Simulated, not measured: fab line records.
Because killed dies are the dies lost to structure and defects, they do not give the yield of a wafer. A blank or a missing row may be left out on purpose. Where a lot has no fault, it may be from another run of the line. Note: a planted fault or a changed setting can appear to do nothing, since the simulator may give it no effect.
fab line records | flow berkeleyCmos170
record: lots: 6 wafers: 18 lastDay: 13
route steps=331 shown NWELL@17
lots untouched by any fault: they come from a run of this same line in which no faults occurred
startH: hours from the record's opening day to when the first of the lot's shown wafers began | waitH: hours from the lot's prior step to this one | " as in the row above | L1.1+2: one row covering several wafers at once | - value missing, or start not given | * or withheld: withheld | < > ~ a bound
route shown NAME@n: names a module that has steps shown in the file, with the first one's number in the route | usual: mean/standard deviation of fault-free wafers | same: alike in all rows | chamber/n: place in a boat | sites: readings site by site | _std_site: how widely they spread, as a standard deviation | _edge_site: inner sites' mean taken away from outer sites' mean | radiusMm: how far each site lies from the wafer's centre | mask NAME#n: copy n | behind: the last tool/chamber to shape the wafer | hold: why the lot went on hold/how many hours it stayed there/how the hold came to an end | device: which transistor (n, p or np) failed to switch | end of line: tests of these same wafers at the route's end | a step without rows: its recipe alone | killed: dies lost to structure and defects at the first sort, not the wafer's yield | map: dies across one wafer; x = killed, . = not, _ = none there
set.NAME: the run value of the setting; set.NAME@STEP: its run value at that earlier step | model.NAME: the simulator's own value behind a step, which no gauge read
lots at some steps of the route; a table a step, a row a wafer
services: when a tool's chamber went out of use (startH, in hours from the record's first day, below 0 if earlier), for how many hours, and the reason
== steps ==
step: UCB170_NWELL_ANNEAL_03
recipe: tempC: 1000 timeS: 900 ambient: N2
step: UCB170_NWELL_CVD_04
recipe: material: Si3N4 targetThkNm: 224 tempC: 800 precursor: SiH2Cl2/NH3 timeS: 3360 pressureMtorr: 200 sih2cl2FlowSccm: 25 nh3FlowSccm: 75
step: UCB170_NWELL_THK_MEAS_05
recipe: reads: Si3N4_of_NWELL_CVD_04
usual: NWELL_NITRIDE_THK: 223.7/2.6
columns lot.wafer tool chamber startH waitH NWELL_NITRIDE_THK[nm]
L740.2 filmMetro-02 - 55.23 0.0 222.4
L740.3 " - " " 222.1
L740.4 " - " " 223.0
L744.3 filmMetro-04 - 79.44 0.0 223.7
L744.5 " - " " 221.3
L744.6 " - " " 223.9
L745.4 filmMetro-02 - 79.45 0.0 224.4
L745.5 " - " " 223.5
L745.6 " - " " 225.3
L751.1 filmMetro-04 - 116.45 0.0 221.5
L751.5 " - " " 220.5
L751.6 " - " " 221.4
L753.3 filmMetro-04 - 122.67 0.0 224.0
L753.4 " - " " 225.2
L753.5 " - " " 223.9
L758.1 filmMetro-02 - 143.51 0.0 230.4
L758.2 " - " " 231.2
L758.4 " - " " 230.8
step: UCB170_NWELL_HMDS_06
recipe: primeTimeS: 60 primeTempC: 100
step: UCB170_NWELL_COAT_07
recipe: resist: KrF spinRpm: 1500 resistThkNm: 900
step: UCB170_NWELL_SOFTBAKE_08
recipe: resist: KrF tempC: 130 timeS: 60
step: UCB170_NWELL_EXPOSE_09
recipe: maskId: NWELL targetCdNm: 3000 na: 0.5 sigmaOuter: 0.6 sourceShape: conventional doseMj: 25
step: UCB170_NWELL_PEB_10
recipe: pebTempC: 130 pebTimeS: withheld resist: KrF
step: UCB170_NWELL_DEVELOP_11
recipe: developer: TMAH developTimeS: 45 resist: KrF devTempC: 21
step: UCB170_NWELL_OVL_MEAS_12
usual: NWELL_OVL: -1/5.5
columns lot.wafer tool chamber startH waitH NWELL_OVL[nm]
L740.2 overlay-02 - 56.12 - -7
L740.3 " - " " 3
L740.4 " - " " -6
L744.3 overlay-01 - 81.25 - -1
L744.5 " - " " 0
L744.6 " - " " 6
L745.4 overlay-02 - 81.33 - -10
L745.5 " - " " -1
L745.6 " - " " -6
L751.1 overlay-02 - 118.70 - -7
L751.5 " - " " -9
L751.6 " - " " -13
L753.3 overlay-01 - 124.63 - -8
L753.4 " - " " -10
L753.5 " - " " -6
L758.1 overlay-01 - 144.82 - 5
L758.2 " - " " 0
L758.4 " - " " -8
step: UCB170_NWELL_ETCH_13
recipe: chemistry: CH3F/Ar/O2 target: Si3N4 stopOn: SiO2 CH3F_flow_sccm: 20 Ar_flow_sccm: 50 O2_flow_sccm: 7 pressureMtorr: 50 rfW: 450 targetDepthA: 2464 overEtchFrac: 0.1 timeS: 154
usual: drypumpMotorCurrentA: 5.7/0.48 oesProductAu: 0.941/0.02 throttleValvePct: 8.05/0.12
columns lot.wafer tool chamber startH waitH drypumpMotorCurrentA oesProductAu rfHoursCounterH throttleValvePct
L740.2 rieDiel-04 3 56.15 0.0 4.8 0.957 3 8.06
L740.3 " 2 " " 6.0 0.917 125 8.26
L740.4 " 2 " " 6.0 0.910 - 8.26
L744.3 rieDiel-02 3 81.27 0.0 5.7 0.971 102 8.12
L744.5 " 3 " " 5.7 0.961 - 8.12
L744.6 " 2 " " 5.3 0.946 - 7.93
L745.4 rieDiel-04 1 81.34 0.0 6.0 0.935 96 7.89
L745.5 " 3 " " 4.8 0.964 - 8.05
L745.6 " 2 " " 6.0 0.926 - 8.26
L751.1 rieDiel-04 0 118.73 0.0 6.0 0.912 130 7.90
L751.5 " 0 " " 6.0 0.915 - 7.91
L751.6 " 3 " " 4.8 0.961 - 8.04
L753.3 rieDiel-01 1 124.65 0.0 6.0 0.927 100 8.07
L753.4 " 3 " " 5.4 0.964 75 8.20
L753.5 " 1 " " 6.0 0.927 - 8.10
L758.1 rieDiel-02 2 144.85 0.0 5.3 0.948 1 7.92
L758.2 " 3 " " 5.7 0.989 105 8.14
L758.4 " 0 " " 5.9 0.964 29 8.04
step: UCB170_NWELL_IMPLANT_14
recipe: species: P doseCm2: 1e+13 energyKev: 150 tiltDeg: 7
step: UCB170_NWELL_STRIP_15
recipe: chemistry: O2 powerW: 400 pressureMtorr: 3500 platenTempC: withheld o2FlowSccm: 400 overashFraction: 0.5
usual: chamberPressureMTorr: 3500/3.1 drypumpMotorCurrentA: 5.8/0.39 oesProductAu: 0.721/0.0043 stripTimeToEndpointS: 18.02/0.083
columns lot.wafer tool chamber startH waitH chamberPressureMTorr drypumpMotorCurrentA oesProductAu rfHoursCounterH stripTimeToEndpointS model.KrF_of_NWELL_COAT_07.thkNm
L740.2 plasmaAsher-04 0 56.41 0.1 3509 5.9 0.722 30 17.97 0
L740.3 " 0 " " 3498 5.9 0.723 - 17.99 0
L740.4 " 1 " " 3501 6.3 0.720 - 17.97 0
L744.3 plasmaAsher-03 0 81.55 0.1 - - - - - 728.7
L744.5 " 0 " " - - - - - 727.1
L744.6 " 1 " " - - - - - 725.7
L745.4 plasmaAsher-02 0 81.63 0.1 - - - - - 716.1
L745.5 " 1 " " - - - - - 716.1
L745.6 " 0 " " - - - - - 721.9
L751.1 plasmaAsher-04 0 118.99 0.1 3498 5.8 0.717 0 18.08 0
L751.5 " 0 " " 3500 5.9 0.716 - 18.05 0
L751.6 " 1 " " 3497 6.3 0.723 - 17.87 0
L753.3 plasmaAsher-02 1 124.94 0.1 3499 5.2 0.720 - 17.98 0
L753.4 " 0 " " 3497 5.5 0.722 - 18.05 0
L753.5 " 0 " " 3503 5.5 0.714 - 18.06 0
L758.1 plasmaAsher-02 0 145.11 0.1 3504 5.5 0.721 44 18.06 0
L758.2 " 1 " " 3500 5.2 0.723 44 17.98 0
L758.4 " 1 " " 3501 5.2 0.720 - 18.08 0
step: UCB170_NWELL_TW_MEAS_16
usual: NWELL_TW: 1249/5.9
columns lot.wafer tool chamber startH waitH NWELL_TW
L740.2 filmMetro-02 - 56.52 0.1 1240
L740.3 " - " " 1238
L740.4 " - " " 1242
L744.3 filmMetro-01 - 81.64 0.1 1250
L744.5 " - " " 1253
L744.6 " - " " 1250
L745.4 filmMetro-02 - 81.73 0.1 1257
L745.5 " - " " 1244
L745.6 " - " " 1255
L751.1 filmMetro-04 - 119.09 0.1 1255
L751.5 " - " " 1254
L751.6 " - " " 1256
L753.3 filmMetro-02 - 125.03 0.1 1241
L753.4 " - " " 1242
L753.5 " - " " 1239
L758.1 filmMetro-04 - 145.21 0.1 1243
L758.2 " - " " 1249
L758.4 " - " " 1249
== services ==
columns tool chamber startH hours kind
rieDiel-04 1 33.18 42.5 repair
rieDiel-04 - 45.33 0.5 repair
rieDiel-01 1 89.35 5.4 repair
rieDiel-04 1 100.73 50.7 repair
plasmaAsher-04 - 108.80 9.0 pm
plasmaAsher-04 0 108.80 9.0 ventCycle
plasmaAsher-04 1 108.80 9.0 ventCycle
plasmaAsher-04 0 117.80 - clean
plasmaAsher-04 1 117.80 - clean
rieDiel-02 - 121.13 0.2 repair
rieDiel-02 2 121.38 - clean
rieDiel-02 2 121.38 10.4 scheduledDown
rieDiel-02 2 121.38 10.4 ventCycle
== key ==
firstSign: step: UCB170_NWELL_STRIP_15 reading: toolRecord direction: missing
effect none on later readings
modelEffect: step: UCB170_NWELL_STRIP_15 value: KrF_of_NWELL_COAT_07.thkNm without: 0 struck: 722.6
metAt UCB170_NWELL_STRIP_15
struckWafers L744.3,L744.5,L744.6,L745.4,L745.5,L745.6
laterRowsLeftOut L744.3,L744.5,L744.6,L745.4,L745.5,L745.6
sortLeftOut L744.3,L744.5,L744.6,L745.4,L745.5,L745.6
testerLeftOut L744,L745
fault: kind: skippedStepWhole tool: plasmaAsher-02,plasmaAsher-03 chamber: - onsetH: 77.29 steps: UCB170_NWELL_STRIP_15 scope: struckLotsOnly
testerLeftOut: of these lots the tester's yield and bins aren't shown, on N5 and GAA mostly nor the transistor test; their killed dies are dies lost to structure and defects alone, not to doping, threshold or leakage, so they don't give the yield
sortLeftOut: the simulated sort isn't trusted on such a fault, so these wafers' sort isn't shown, and their yield isn't known
laterRowsLeftOut: the simulator's readings of these wafers behind a module that went badly wrong aren't trusted and aren't shown, but for the sort
